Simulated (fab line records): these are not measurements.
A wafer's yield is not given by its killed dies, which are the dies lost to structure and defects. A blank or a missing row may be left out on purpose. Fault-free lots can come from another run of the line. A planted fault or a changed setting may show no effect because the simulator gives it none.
fab line records	flow ritCmos
record: lots: 14	wafers: 42	lastDay: 7
route steps=202 shown SDANNEAL@156 PSD@157 PLDD@159 M1@202
lots untouched by any fault: they come from a run of this same line in which no faults occurred
startH: hours from the record's first day to the start of the lot's first wafer shown	waitH: hours since the lot's step before	" the same as in the row above	L1.1+2: one row covering several wafers at once	- value missing, or start not given	* or withheld: withheld	< > ~ a bound
route shown NAME@n: NAME is a module with steps in the file, n the number in the route of the first one	usual: average and standard deviation across the fault-free wafers	same: alike in all rows	chamber/n: place in a boat	sites: readings site by site	_std_site: their standard deviation	_edge_site: the outer-site mean with the inner-site mean subtracted	radiusMm: how far each site lies from the wafer's centre	mask NAME#n: copy n	behind: the tool/chamber that last shaped the wafer	hold: the reason the lot was held/the length of the hold in hours/how it ended	device: the n, p or np transistor that did not switch	end of line: tests run on the same wafers once the route is complete	a step given without rows: its recipe and nothing more	killed: dies that structure and defects cost at the first sort, which is not the same as the wafer's yield	map: a wafer's dies, marking killed ones x, the rest . and places with no die _
set.NAME: the setting as run; set.NAME@STEP: as run at that earlier step	model.NAME: the simulator's own value behind a step, which no gauge read
a sample of lots followed through the steps of the route, with each step as a table and each wafer as a row
services: a tool's chamber out of use, with start hour (startH, from the record's first day; less than 0 if before it), hours out, and reason
== steps ==
step: RIT_SDANNEAL_RTA_03
recipe: tempC: 1050	timeS: 5	idleTempC: 600	rampUpCPerS: 342	rampDownCPerS: 171	coolToC: 600	ambient: N2
usual: annealTempCMax: 1056.6/2.1	wafer_temp_C_max: 1053.5/1.2
lot.wafer	tool	chamber	startH	waitH	annealTempCMax	wafer_temp_C_max
L315.1	rtpAnneal-02	0	50.68	0.0	1054.8	1055.2
L315.4	"	0	"	"	1055.7	1055.5
L315.5	"	0	"	"	1054.1	1052.2
L317.3	rtpAnneal-02	0	61.46	0.0	1055.8	1051.2
L317.4	"	0	"	"	1053.7	1052.4
L317.6	"	0	"	"	1054.7	1052.4
L319.2	rtpAnneal-02	0	70.12	0.0	1054.5	1055.2
L319.5	"	0	"	"	1054.7	1053.7
L319.6	"	0	"	"	1056.0	1052.8
L320.1	rtpAnneal-01	0	75.32	0.0	1060.2	1054.3
L320.2	"	0	"	"	1059.4	1053.3
L320.5	"	0	"	"	1055.6	1050.2
L321.3	rtpAnneal-02	0	82.16	0.0	1055.8	1052.1
L321.5	"	0	"	"	1055.1	1052.4
L321.6	"	0	"	"	1056.4	1054.8
L322.2	rtpAnneal-01	0	91.25	0.0	1059.4	1053.3
L322.3	"	0	"	"	1057.2	1054.5
L322.6	"	0	"	"	1056.4	1051.9
L323.2	rtpAnneal-02	0	94.16	0.0	1055.0	1053.0
L323.3	"	0	"	"	1054.1	1052.1
L323.6	"	0	"	"	1054.2	1052.9
L324.1	rtpAnneal-01	0	99.12	0.0	1056.2	1053.5
L324.2	"	0	"	"	1059.0	1054.2
L324.4	"	0	"	"	1055.9	1055.7
L326.2	rtpAnneal-01	0	107.49	0.0	1060.2	1054.2
L326.3	"	0	"	"	1057.4	1053.2
L326.4	"	0	"	"	1059.1	1053.8
L328.2	rtpAnneal-01	0	115.14	0.0	1057.4	1052.7
L328.3	"	0	"	"	1060.5	1055.7
L328.6	"	0	"	"	1058.1	1053.3
L330.2	rtpAnneal-02	0	125.08	0.0	1054.3	1053.1
L330.3	"	0	"	"	1055.4	1052.8
L330.5	"	0	"	"	1054.3	1053.9
L331.2	rtpAnneal-01	0	128.58	0.0	1056.8	1054.9
L331.3	"	0	"	"	1058.3	1054.8
L331.6	"	0	"	"	1058.3	1053.8
L332.1	rtpAnneal-02	0	135.01	0.0	1055.4	1053.5
L332.5	"	0	"	"	1055.5	1054.5
L332.6	"	0	"	"	1054.8	1052.4
L337.1	rtpAnneal-01	0	159.13	0.0	1058.7	1053.1
L337.4	"	0	"	"	1059.8	1057.1
L337.6	"	0	"	"	1059.1	1052.4
step: RIT_SDANNEAL_RS_MEAS_04
recipe: thkMeasGauge: four-point-probe
usual: PSD_RS: 115.98/0.29
lot.wafer	tool	chamber	startH	waitH	PSD_RS[ohm/sq]
L315.1	filmMetro-02	-	50.74	0.0	116.29
L315.4	"	-	"	"	116.45
L315.5	"	-	"	"	116.25
L317.3	filmMetro-01	-	61.54	0.1	115.78
L317.4	"	-	"	"	115.95
L317.6	"	-	"	"	115.94
L319.2	filmMetro-01	-	70.19	0.1	115.79
L319.5	"	-	"	"	115.84
L319.6	"	-	"	"	115.68
L320.1	filmMetro-03	-	75.38	0.0	115.29
L320.2	"	-	"	"	115.74
L320.5	"	-	"	"	115.84
L321.3	filmMetro-03	-	82.24	0.1	116.12
L321.5	"	-	"	"	115.72
L321.6	"	-	"	"	115.50
L322.2	filmMetro-01	-	91.32	0.1	115.98
L322.3	"	-	"	"	115.59
L322.6	"	-	"	"	115.58
L323.2	filmMetro-02	-	94.22	0.1	116.18
L323.3	"	-	"	"	116.27
L323.6	"	-	"	"	116.61
L324.1	filmMetro-01	-	99.18	0.0	115.60
L324.2	"	-	"	"	115.30
L324.4	"	-	"	"	116.16
L326.2	filmMetro-03	-	107.56	0.1	115.91
L326.3	"	-	"	"	115.97
L326.4	"	-	"	"	115.62
L328.2	filmMetro-02	-	115.21	0.1	115.98
L328.3	"	-	"	"	115.63
L328.6	"	-	"	"	115.43
L330.2	filmMetro-02	-	125.15	0.1	128.17
L330.3	"	-	"	"	128.07
L330.5	"	-	"	"	128.10
L331.2	filmMetro-01	-	128.65	0.1	116.15
L331.3	"	-	"	"	116.04
L331.6	"	-	"	"	115.95
L332.1	filmMetro-02	-	135.10	0.1	127.55
L332.5	"	-	"	"	127.68
L332.6	"	-	"	"	127.90
L337.1	filmMetro-02	-	159.19	0.0	116.02
L337.4	"	-	"	"	116.30
L337.6	"	-	"	"	116.03
step: RIT_SDANNEAL_RS_MEAS_06
recipe: thkMeasGauge: four-point-probe
usual: PLDD_RS: 178.8/0.5
lot.wafer	tool	chamber	startH	waitH	PLDD_RS[ohm/sq]
L315.1	filmMetro-02	-	50.98	0.1	179.0
L315.4	"	-	"	"	179.3
L315.5	"	-	"	"	179.7
L317.3	filmMetro-01	-	61.78	0.1	178.9
L317.4	"	-	"	"	179.9
L317.6	"	-	"	"	179.0
L319.2	filmMetro-01	-	70.43	0.1	178.1
L319.5	"	-	"	"	178.9
L319.6	"	-	"	"	178.0
L320.1	filmMetro-03	-	75.62	0.1	178.2
L320.2	"	-	"	"	178.9
L320.5	"	-	"	"	178.5
L321.3	filmMetro-03	-	82.48	0.1	179.2
L321.5	"	-	"	"	178.5
L321.6	"	-	"	"	178.6
L322.2	filmMetro-01	-	91.56	0.1	179.1
L322.3	"	-	"	"	178.5
L322.6	"	-	"	"	178.5
L323.2	filmMetro-02	-	94.46	0.1	178.8
L323.3	"	-	"	"	178.8
L323.6	"	-	"	"	178.9
L324.1	filmMetro-01	-	99.42	0.1	179.0
L324.2	"	-	"	"	178.5
L324.4	"	-	"	"	179.4
L326.2	filmMetro-03	-	107.80	0.1	178.2
L326.3	"	-	"	"	177.7
L326.4	"	-	"	"	178.2
L328.2	filmMetro-02	-	115.45	0.1	178.7
L328.3	"	-	"	"	178.5
L328.6	"	-	"	"	178.1
L330.2	filmMetro-02	-	125.39	0.1	191.6
L330.3	"	-	"	"	192.0
L330.5	"	-	"	"	191.5
L331.2	filmMetro-01	-	128.89	0.1	179.2
L331.3	"	-	"	"	179.2
L331.6	"	-	"	"	178.7
L332.1	filmMetro-02	-	135.34	0.1	190.3
L332.5	"	-	"	"	190.7
L332.6	"	-	"	"	190.9
L337.1	filmMetro-02	-	159.43	0.1	178.2
L337.4	"	-	"	"	179.0
L337.6	"	-	"	"	178.7
step: RIT_M1_PROBE_99
usual: killed_at_M0_to_M3: 0.0/0.14	killedAtContacts: 0.0/0.22	killedAtFrontEnd: 6.9/3	killedDies: 6.9/3	killedOnRim: 1.9/1.5	killedOpen: 3.5/2	killedShort: 3.4/2.1
same: grossDies: 264	killed_at_M4_up: 0	killedAtBackSide: 0	killedAtOther: 0
lot.wafer	tool	chamber	startH	waitH	killed_at_M0_to_M3	killedAtContacts	killedAtFrontEnd	killedDies	killedOnRim	killedOpen	killedShort
L322.2	prober-02	-	99.92	0.1	0	0	14	14	2	8	6
L322.3	prober-02	-	99.97	0.2	0	0	8	8	0	3	5
L322.6	prober-02	-	100.12	0.2	1	0	8	9	3	0	9
L323.2	prober-01	-	101.84	0.1	0	0	8	8	3	4	4
L323.3	prober-01	-	101.89	0.2	0	0	4	4	1	3	1
L323.6	prober-01	-	102.04	0.2	0	0	2	2	1	1	1
L324.1	prober-02	-	106.86	0.1	0	0	4	4	1	3	1
L324.2	prober-02	-	106.91	0.1	0	1	5	6	2	2	4
L324.4	prober-02	-	107.01	0.2	0	0	6	6	2	3	3
L326.2	prober-02	-	115.87	0.1	0	0	8	8	3	4	4
L326.3	prober-02	-	115.92	0.2	0	0	5	5	2	2	3
L326.4	prober-02	-	115.97	0.2	0	0	4	4	1	3	1
L328.2	prober-02	-	123.52	0.1	0	0	11	11	3	4	7
L328.3	prober-02	-	123.57	0.2	0	0	8	8	2	6	2
L328.6	prober-02	-	123.72	0.2	0	0	9	9	0	4	5
L332.1	prober-02	-	142.64	0.1	0	0	7	7	2	2	5
L332.5	prober-02	-	142.84	0.2	0	0	10	10	2	1	9
L332.6	prober-02	-	142.89	0.2	0	0	8	8	1	3	5
killed by level:class
L322.2 GATE:geometricParticle:open=4 GATE:geometricParticle:short=3 FOX1:geometricParticle:open=2 SPACER:geometricParticle:open=2 FOX2:geometricParticle:short=1 SPACER:geometricParticle:short=1 SILICIDE:geometricParticle:short=1
L322.3 SPACER:geometricParticle:short=4 GATE:geometricParticle:open=2 GATE:geometricParticle:short=1 SPACER:geometricParticle:open=1
L322.6 GATE:geometricParticle:short=3 FOX1:geometricParticle:short=2 FOX2:geometricParticle:short=2 SPACER:geometricParticle:short=1 M1:geometricParticle:short=1
L323.2 GATE:geometricParticle:open=4 GATE:geometricParticle:short=2 FOX1:geometricParticle:short=1 SILICIDE:geometricParticle:short=1
L323.3 FOX2:geometricParticle:short=1 GATE:geometricParticle:open=1 SPACER:geometricParticle:open=1 SILICIDE:geometricParticle:open=1
L323.6 FOX2:geometricParticle:short=1 GATE:geometricParticle:open=1
L324.1 GATE:geometricParticle:open=2 GATE:geometricParticle:short=1 SPACER:geometricParticle:open=1
L324.2 GATE:geometricParticle:open=2 FOX1:geometricParticle:short=1 REOX:geometricParticle:short=1 SILICIDE:geometricParticle:short=1 CONTACT:geometricParticle:short=1
L324.4 FOX1:geometricParticle:short=1 GATE:geometricParticle:short=1 GATE:geometricParticle:open=1 REOX:geometricParticle:open=1 SPACER:geometricParticle:short=1 SILICIDE:geometricParticle:open=1
L326.2 GATE:geometricParticle:open=3 GATE:geometricParticle:short=2 FOX1:geometricParticle:short=1 FOX1:geometricParticle:open=1 SILICIDE:geometricParticle:short=1
L326.3 GATE:geometricParticle:short=2 FOX1:geometricParticle:open=1 GATE:geometricParticle:open=1 SPACER:geometricParticle:short=1
L326.4 FOX1:geometricParticle:open=1 FOX2:geometricParticle:open=1 REOX:geometricParticle:open=1 REOX:geometricParticle:short=1
L328.2 SILICIDE:geometricParticle:short=3 FOX2:geometricParticle:short=2 GATE:geometricParticle:open=2 GATE:geometricParticle:short=2 REOX:geometricParticle:open=1 SILICIDE:geometricParticle:open=1
L328.3 REOX:geometricParticle:open=2 SPACER:geometricParticle:open=2 GATE:geometricParticle:open=1 REOX:geometricParticle:short=1 SPACER:geometricParticle:short=1 SILICIDE:geometricParticle:open=1
L328.6 FOX2:geometricParticle:short=3 SILICIDE:geometricParticle:open=2 GATE:geometricParticle:short=1 GATE:geometricParticle:open=1 REOX:geometricParticle:short=1 SPACER:geometricParticle:open=1
L332.1 GATE:geometricParticle:open=2 GATE:geometricParticle:short=2 FOX1:geometricParticle:short=1 FOX2:geometricParticle:short=1 REOX:geometricParticle:short=1
L332.5 GATE:geometricParticle:short=6 FOX1:geometricParticle:short=1 FOX2:geometricParticle:open=1 REOX:geometricParticle:short=1 SPACER:geometricParticle:short=1
L332.6 GATE:geometricParticle:short=5 GATE:geometricParticle:open=2 FOX2:geometricParticle:open=1
== services ==
tool	chamber	startH	hours	kind
rtpAnneal-02	-	115.26	4.0	pm
== key ==
firstSign: step: RIT_SDANNEAL_RS_MEAS_04	reading: PSD_RS	direction: up	sigmas: 41	usual: 115.98	struck: 127.91
effect: step: RIT_SDANNEAL_RS_MEAS_06	reading: PLDD_RS	direction: up	sigmas: 25	usual: 178.8	struck: 191.2
metAt RIT_SDANNEAL_RTA_03
struckLots L330,L332
testerLeftOut L330,L332
onsetBetween 94.16 125.08
fault: kind: processParameterDrift	tool: rtpAnneal-02	chamber: -	onsetH: 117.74	steps: RIT_SDANNEAL_RTA_03	channel: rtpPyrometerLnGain	offset: 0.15	shape: step	endH: 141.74
testerLeftOut: of these lots the tester's yield and bins aren't shown, on N5 and GAA mostly nor the transistor test; their killed dies are dies lost to structure and defects alone, not to doping, threshold or leakage, so they don't give the yield
